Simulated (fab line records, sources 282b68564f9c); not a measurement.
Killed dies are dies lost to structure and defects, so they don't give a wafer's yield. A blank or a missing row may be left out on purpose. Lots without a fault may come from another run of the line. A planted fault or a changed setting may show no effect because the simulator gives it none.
Tool commonality check | flow rit_cmos | 14 lots, 42 wafers sampled

WHY IT WAS OPENED
At RIT_ACTIVE_THK_MEAS_02 the reading ACTIVE_OXIDE_THK is flagged on 2 of 14 lots. Wafers without a fault read 47.0 nm, standard deviation 0.93.
Rule: a lot is flagged when every wafer of it that has a number lies more than 4 standard deviations from that mean, or none has a number. The other lots count as sound.

lot  | measured    | on            | ACTIVE_OXIDE_THK (nm), wafer by wafer | flag
L668 | day 1 17:40 | film_metro-04 | 48.1 47.8 47.7                        |
L670 | day 2 03:59 | film_metro-04 | 48.8 48.6 48.5                        |
L671 | day 2 08:28 | film_metro-03 | 47.2 47.0 47.2                        |
L672 | day 2 13:12 | film_metro-04 | 47.9 47.7 47.7                        |
L673 | day 2 18:03 | film_metro-02 | 58.2 58.7 59.2                        | FLAGGED
L674 | day 2 23:04 | film_metro-02 | 59.8 59.6 60.3                        | FLAGGED
L676 | day 3 11:35 | film_metro-04 | 46.7 46.1 45.8                        |
L684 | day 5 01:24 | film_metro-02 | 45.8 46.0 45.5                        |
L685 | day 5 06:23 | film_metro-03 | 47.4 46.3 47.2                        |
L686 | day 5 11:41 | film_metro-02 | 48.1 47.9 48.1                        |
L687 | day 5 16:08 | film_metro-04 | 47.2 46.8 46.5                        |
L688 | day 5 22:32 | film_metro-04 | 45.8 44.5 45.7                        |
L689 | day 6 03:18 | film_metro-03 | 45.7 45.3 44.9                        |
L690 | day 6 07:03 | film_metro-04 | 46.7 47.0 47.0                        |
The numbers of the flagged lots are 59.3 nm on average: +12.3 nm against the usual, or +13 standard deviations.

WHICH TOOL RAN EACH LOT
The record holds 1 process step before the reading, out of a route of 202 steps. In each cell: the tool, then ch and the chambers that the sampled wafers went through, then the start.
lot  | flag    | RIT_ACTIVE_OXIDATION_01
L668 |         | furnace-03 ch 0, day 1 15:43
L670 |         | furnace-04 ch 0, day 2 02:02
L671 |         | furnace-04 ch 0, day 2 06:31
L672 |         | furnace-04 ch 0, day 2 11:16
L673 | FLAGGED | furnace-04 ch 0, day 2 16:07
L674 | FLAGGED | furnace-04 ch 0, day 2 21:07
L676 |         | furnace-03 ch 0, day 3 09:39
L684 |         | furnace-03 ch 0, day 4 23:28
L685 |         | furnace-03 ch 0, day 5 04:27
L686 |         | furnace-04 ch 0, day 5 09:44
L687 |         | furnace-03 ch 0, day 5 14:12
L688 |         | furnace-03 ch 0, day 5 20:37
L689 |         | furnace-03 ch 0, day 6 01:22
L690 |         | furnace-01 ch 0, day 6 05:07
What these steps do:
- RIT_ACTIVE_OXIDATION_01: target thk 46.8 nm, ox time 3360 s.
- RIT_ACTIVE_THK_MEAS_02

FLAGGED OVER TOTAL, TOOL BY TOOL (the gauges that took the reading come last)
step                    | tool          | lots run | flagged | share of the flagged lots | sound lots run after its first flagged lot
RIT_ACTIVE_OXIDATION_01 | furnace-01    | 1        | 0       | none                      | -
RIT_ACTIVE_OXIDATION_01 | furnace-03    | 7        | 0       | none                      | -
RIT_ACTIVE_OXIDATION_01 | furnace-04    | 6        | 2       | all                       | 1 (L686)
RIT_ACTIVE_THK_MEAS_02  | film_metro-02 | 4        | 2       | all                       | 2 (L684,L686)
RIT_ACTIVE_THK_MEAS_02  | film_metro-03 | 3        | 0       | none                      | -
RIT_ACTIVE_THK_MEAS_02  | film_metro-04 | 7        | 0       | none                      | -

WHAT THE TABLE ALLOWS
2 rows of the table ran every flagged lot: furnace-04 at RIT_ACTIVE_OXIDATION_01, film_metro-02 at RIT_ACTIVE_THK_MEAS_02.
- furnace-04 at RIT_ACTIVE_OXIDATION_01: 2 of its 6 lots flagged. Sound lots ran on it after the first flagged one (L686), which a lasting fault on the whole tool wouldn't allow. Its own readings lie more than 4 standard deviations out on every wafer of the flagged lots: spike_tc_centre_C, spike_tc_load_C, spike_tc_source_C, tube_center_temp_C, tube_center_temp_C_max.
- film_metro-02 at RIT_ACTIVE_THK_MEAS_02: 2 of its 4 lots flagged. Sound lots ran on it after the first flagged one (L684, L686), which a lasting fault on the whole tool wouldn't allow.
No row of the table ran every flagged lot and no sound lot after the first.

WHAT THE SIMULATOR HAD PUT IN
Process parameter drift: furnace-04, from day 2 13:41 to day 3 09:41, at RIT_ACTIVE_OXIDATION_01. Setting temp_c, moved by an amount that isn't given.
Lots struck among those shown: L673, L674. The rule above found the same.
